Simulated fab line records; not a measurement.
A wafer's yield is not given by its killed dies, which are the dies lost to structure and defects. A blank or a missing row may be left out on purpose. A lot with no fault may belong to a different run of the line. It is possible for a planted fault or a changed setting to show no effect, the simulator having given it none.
A struck lot beside a sound one || flow berkeley_cmos170 || 44 steps out of a route of 331
Sound: these wafers, L519.3, L519.5, L519.6. Wafers struck: L527.3, L527.5, L527.6. The cause is named last.
For every step that has rows: the tool of each side, followed by ch and its chambers, followed by its first start. Under that, the readings that differ: sound wafers || struck wafers || difference of the means || sigmas: that difference in standard deviations of wafers without a fault.
alike: readings whose means differ by less than 2 such deviations, and words and numbers that are the same on both sides. not compared: withheld readings, readings that some wafer has no value for, bounds like >300 that may hide the same value, and numbers for which the record gives no deviation and whose values overlap.
Wherever a step has rows on one side only, a row that says differs or no value, or a row with sigmas, the two part there. When numbers do not overlap yet have no deviation, they are printed without sigmas and do not part them. Lack of a reading on every wafer of one side parts them only where that side has two or more wafers.

UCB170_GATE_STRIP_16: strips in O2.
  sound on plasma_asher-01 ch 0,1, day 7 04:02; struck on plasma_asher-04 ch 0,1, day 8 12:04
  alike: drypump_motor_current_A, o2_flow_sccm, oes_product_au
  not compared: rf_hours_counter_h
UCB170_GATE_CD_MEAS_90: target cd 350 nm.
  struck on cd_sem-01, day 8 12:11; sound on cd_sem-01, day 7 04:09
  alike: cd_nm
then, 7 steps without rows for these wafers: UCB170_GATE_CLEAN_17 (cleans in SPM, time 600 s); UCB170_PLDD_HMDS_00 (prime time 60 s); UCB170_PLDD_COAT_01 (resist thk 900 nm); UCB170_PLDD_SOFTBAKE_02 (time 60 s); UCB170_PLDD_EXPOSE_03 (exposes mask PSELECT, target cd 1200 nm); UCB170_PLDD_PEB_04; UCB170_PLDD_DEVELOP_05 (develop time 45 s).
UCB170_PLDD_CD_MEAS_06: target cd 1200 nm.
  struck on cd_sem-01, day 8 13:59; sound on cd_sem-02, day 7 05:22
  alike: cd_nm
UCB170_PLDD_OVL_MEAS_07:
  struck on overlay-02, day 8 14:04; sound on overlay-01, day 7 05:28
  alike: PLDD_OVL
then, 1 step without rows for these wafers: UCB170_PLDD_IMPLANT_08.
UCB170_PLDD_IMPLANT_09:
  sound on implanter-02 ch 0, day 7 05:41; struck on implanter-03 ch 0, day 8 14:18
{"reading": "dose_ions_cm2", "sound": "4.991e+13 4.998e+13 5.003e+13", "struck": "3.571e+13 3.572e+13 3.568e+13", "difference": -1.427e+13, "sigmas": "-99 or more"}
{"reading": "faraday_current_uA", "sound": "151 161 159", "struck": "115 114 111", "difference": -44, "sigmas": -7}
UCB170_PLDD_STRIP_10: strips in O2.
  sound on plasma_asher-04 ch 0,1, day 7 05:49; struck on plasma_asher-04 ch 0,1, day 8 14:26
  alike: drypump_motor_current_A, o2_flow_sccm, oes_product_au, strip_time_to_endpoint_s
  not compared: rf_hours_counter_h
UCB170_PLDD_TW_MEAS_11:
  struck on film_metro-01, day 8 14:44; sound on film_metro-03, day 7 05:55
{"reading": "PLDD_TW", "sound": "994 996 998", "struck": "959 959 954", "difference": -39, "sigmas": -4}
  not compared: hold
then, 7 steps without rows for these wafers: UCB170_PLDD_CLEAN_12 (cleans in SPM, time 600 s); UCB170_NLDD_HMDS_00 (prime time 60 s); UCB170_NLDD_COAT_01 (resist thk 900 nm); UCB170_NLDD_SOFTBAKE_02 (time 60 s); UCB170_NLDD_EXPOSE_03 (exposes mask NSELECT, target cd 1200 nm); UCB170_NLDD_PEB_04; UCB170_NLDD_DEVELOP_05 (develop time 45 s).
UCB170_NLDD_CD_MEAS_06: target cd 1200 nm.
  struck on cd_sem-01, day 8 22:52; sound on cd_sem-01, day 7 07:09
  alike: cd_nm
UCB170_NLDD_OVL_MEAS_07:
  struck on overlay-02, day 8 22:57; sound on overlay-02, day 7 07:14
  alike: NLDD_OVL
then, 2 steps without rows for these wafers: UCB170_NLDD_IMPLANT_08; UCB170_NLDD_IMPLANT_09.
UCB170_NLDD_STRIP_10: strips in O2.
  sound on plasma_asher-02 ch 0,1, day 7 07:35; struck on plasma_asher-02 ch 0,1, day 8 23:19
  alike: drypump_motor_current_A, o2_flow_sccm, oes_product_au, strip_time_to_endpoint_s
  not compared: rf_hours_counter_h
UCB170_NLDD_TW_MEAS_11:
  struck on film_metro-04, day 8 23:26; sound on film_metro-03, day 7 07:41
{"reading": "NLDD_TW", "sound": "2187 2187 2187", "struck": "2238 2248 2241", "difference": "+55", "sigmas": "+2"}
then, 1 step without rows for these wafers: UCB170_NLDD_CLEAN_12 (cleans in SPM, time 600 s).
UCB170_SPACER_CVD_00: deposits SiO2 from TEOS/O2, target thk 376 nm, time 47 s.
  sound on pecvd-01 ch 0,2, day 7 07:58; struck on pecvd-02 ch 0,1, day 8 23:39
  alike: heater_power_w
UCB170_SPACER_THK_MEAS_01:
  struck on film_metro-01, day 8 23:43; sound on film_metro-02, day 7 08:02
  alike: SPACER_TEOS_THK
then, 1 step without rows for these wafers: UCB170_SPACER_ANNEAL_02 (time 1800 s).
UCB170_SPACER_ETCHBACK_03: etches SiO2 in CHF3/CF4/Ar, stops on Si, target depth 376 nm, time 100 s.
  sound on rie_diel-03 ch 0,3, day 7 14:16; struck on rie_diel-03 ch 1,2, day 9 03:04
  alike: drypump_motor_current_A, oes_product_au, throttle_valve_pct
  not compared: rf_hours_counter_h
then, 6 steps without rows for these wafers: UCB170_PSD_HMDS_00 (prime time 60 s); UCB170_PSD_COAT_01 (resist thk 900 nm); UCB170_PSD_SOFTBAKE_02 (time 60 s); UCB170_PSD_EXPOSE_03 (exposes mask PSELECT MOD, target cd 1200 nm); UCB170_PSD_PEB_04; UCB170_PSD_DEVELOP_05 (develop time 45 s).
UCB170_PSD_CD_MEAS_06: target cd 1200 nm.
  struck on cd_sem-02, day 9 04:26; sound on cd_sem-01, day 7 15:28
  alike: cd_nm
UCB170_PSD_OVL_MEAS_07:
  struck on overlay-02, day 9 04:32; sound on overlay-02, day 7 15:33
  alike: PSD_OVL
then, 1 step without rows for these wafers: UCB170_PSD_IMPLANT_08.
UCB170_SDANNEAL_RS_MEAS_04: a four-point-probe measurement.
  struck on film_metro-03, day 9 08:47; sound on film_metro-01, day 7 21:29
{"reading": "PLDD_RS (ohm/sq)", "sound": "1032.0 1030.7 1033.9", "struck": "1169.3 1168.3 1167.2", "difference": "+136.1", "sigmas": "+52"}
  not compared: hold
UCB170_M3_PROBE_99:
  rows exist in the record for the sound wafers here (prober-01, day 8 16:07), none for the struck ones

## WHERE THEY PART
At UCB170_PLDD_IMPLANT_09 first; at UCB170_M3_PROBE_99 last (within this record only).

WHY: the cause the simulator had injected
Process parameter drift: implanter-03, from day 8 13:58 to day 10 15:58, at UCB170_PLDD_IMPLANT_09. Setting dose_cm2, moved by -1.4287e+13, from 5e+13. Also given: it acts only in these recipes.
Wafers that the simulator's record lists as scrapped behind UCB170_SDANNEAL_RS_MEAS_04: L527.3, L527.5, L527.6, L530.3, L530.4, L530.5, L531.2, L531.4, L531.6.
